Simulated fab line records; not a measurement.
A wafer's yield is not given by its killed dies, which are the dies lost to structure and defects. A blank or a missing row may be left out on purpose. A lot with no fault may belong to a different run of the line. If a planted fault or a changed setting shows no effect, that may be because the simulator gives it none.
8D (eight disciplines) problem report, filled in by code || flow berkeley-cmos170 || the parts of the form that need people (team, actions taken, sign-off) are left out

== 1. PROBLEM STATEMENT ==
cd-nm at UCB170_GATE_CD_MEAS_12 reads a mean of 339.0 nm on 6 wafers of 2 lots; wafers without a fault read 350.2 nm with a standard deviation of 1.3. Measured from the usual mean, that is -8.6 standard deviations.
The step: target cd 350 nm.
First seen on wafer L719.2, day 7 18:45, on cd-sem-02. At this step, 42 wafers from 14 lots have a number in the record. Rule for "out" (also "out of limits"): further than 4 standard deviations from the usual mean. All remaining wafers that have a number are taken as sound.

== 2. WHAT IT IS AND WHAT IT IS NOT ==
{"question": "which readings at this step", "is": "cd-nm", "is not": "-"}
{"question": "which lots", "is": "L719, L720", "is not": "L708, L709, L710, L711, L712, L716, L721, L724, L725, L726, L729, L730"}
{"question": "which wafers of those lots", "is": "all that have a number", "is not": "-"}
{"question": "read on which gauges", "is": "cd-sem-02", "is not": "cd-sem-01"}
{"question": "when", "is": "from day 7 18:45", "is not": "up to then (18 sound wafers); but 18 sound wafers of L721, L724, L725, L726, L729, L730 came after"}

== 3. SUSPECTS, AND WHAT RULES EACH OUT ==
Counting: a tool at a process step up to the reading stays a suspect if it ran every lot that is out and no sound lot after the first of them.
- the gauge at UCB170_GATE_CD_MEAS_12 is ruled out. All the wafers that are out were read on cd-sem-02, but those of them that UCB170_GATE_SOFTBAKE_08 has rows for are out there too, on other tools.
- litho-track-04 at UCB170_GATE_SOFTBAKE_08 (time 60 s): kept. It processed each lot that is out, first L719 at day 7 18:00, and no sound lot thereafter; up to then, the last sound lot it processed was L716 at day 7 04:00. Its own heater-power-total-W, plate-temp-C readings are out on those wafers.
After counting, what remains is litho-track-04 at UCB170_GATE_SOFTBAKE_08.

== 4. THE CAUSE (what the simulator had put in) ==
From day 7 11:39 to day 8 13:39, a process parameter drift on litho-track-04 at UCB170_GATE_SOFTBAKE_08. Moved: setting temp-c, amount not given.
After counting, this tool was the only one left.

== 5. SEQUENCE OF EFFECTS, ordered by route ==
One row per reading whose mean, taken over the struck wafers that have a number, lies over 3 standard deviations from the usual. Only readings for which the record gives a usual standard deviation are gone through. hours: the time from each lot's start at the first step in this table that gives one to its start at this step, as a median over the lots. sigmas: the change in usual standard deviations.
{"hours": 0, "step": "UCB170_GATE_SOFTBAKE_08", "reading": "heater-power-total-W", "usual": "56.80 W", "on struck wafers": 58.98, "change": "+2.18", "sigmas": "+51"}
{"hours": 0, "step": "UCB170_GATE_SOFTBAKE_08", "reading": "plate-temp-C", "usual": "129.99 C", "on struck wafers": 133.78, "change": "+3.79", "sigmas": "+27"}
{"hours": 1, "step": "UCB170_GATE_CD_MEAS_12", "reading": "cd-nm", "usual": "350.2 nm", "on struck wafers": 339.0, "change": -11.2, "sigmas": -8.6}
Process steps it contains:
- UCB170_GATE_SOFTBAKE_08: time 60 s.

== 6. WHAT WOULD HAVE CAUGHT IT SOONER ==
The first out-of-limits reading at a measuring or inspecting step in this record came at day 7 18:45, 7 hours after the fault's start at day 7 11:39.
Tool's own readings at UCB170_GATE_SOFTBAKE_08, heater-power-total-W, plate-temp-C: out on all struck wafers the step has rows for; an alarm limit on them would have tripped on the first.
Among the 2 lots that are out, L720 began UCB170_GATE_SOFTBAKE_08 on litho-track-04 after day 7 18:45. It would have been spared by a hold on the tool at that moment.
